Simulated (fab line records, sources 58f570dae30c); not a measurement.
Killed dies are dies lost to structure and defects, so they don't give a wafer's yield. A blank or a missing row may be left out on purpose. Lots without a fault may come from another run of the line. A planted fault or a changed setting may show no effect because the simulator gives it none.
Chamber matching | flow berkeley_cmos170 | UCB170_NWELL_ETCH_13 on rie_diel-04: 4 sister chambers
The step etches Si3N4 in CH3F/Ar/O2, stops on SiO2, target depth 246.4 nm, time 154 s. 4 wafers are shown with their chamber, then 9 later ones without.

WAFERS WITH THEIR CHAMBER
wafer  | chamber | throttle_valve_pct (%)
L079.2 | 1       | 7.83
L089.3 | 0       | 8.11
L090.2 | 3       | 8.12
L090.5 | 2       | 8.21

WAFERS WITHOUT THEIR CHAMBER
wafer  | throttle_valve_pct (%)
L093.2 | 8.10
L093.3 | 8.15
L093.4 | 7.84
L094.1 | 8.08
L094.2 | 8.23
L094.5 | 8.21
L096.3 | 8.21
L096.4 | 8.10
L096.5 | 8.21

WHICH CHAMBER EACH WENT THROUGH
wafer  | from the rows above          | in truth
L093.2 | can't be placed: 0 or 3      | 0
L093.3 | can't be placed: 3 or 0 or 2 | 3
L093.4 | 1                            | 1
L094.1 | can't be placed: 0 or 3      | 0
L094.2 | 2                            | 2
L094.5 | 2                            | 2
L096.3 | 2                            | 2
L096.4 | can't be placed: 0 or 3      | 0
L096.5 | 2                            | 2
Placed correctly: 5 of 9. Can't be placed from these rows: 4 (the true chamber is among the candidates in 4). Placed wrongly: 0.
How it was worked out, from the rows above alone: a wafer's distance from a chamber is the root of the sum, over the readings, of the square of ((its reading less the chamber's mean) divided by the reading's scatter). The wafer belongs to the nearest chamber; if the next one is less than 2 further off, it can't be placed. A chamber's mean is the mean of its shown wafers. The scatter: with one shown wafer a chamber, the root of the mean of the squares of how far each hidden wafer lies from its nearest shown one.
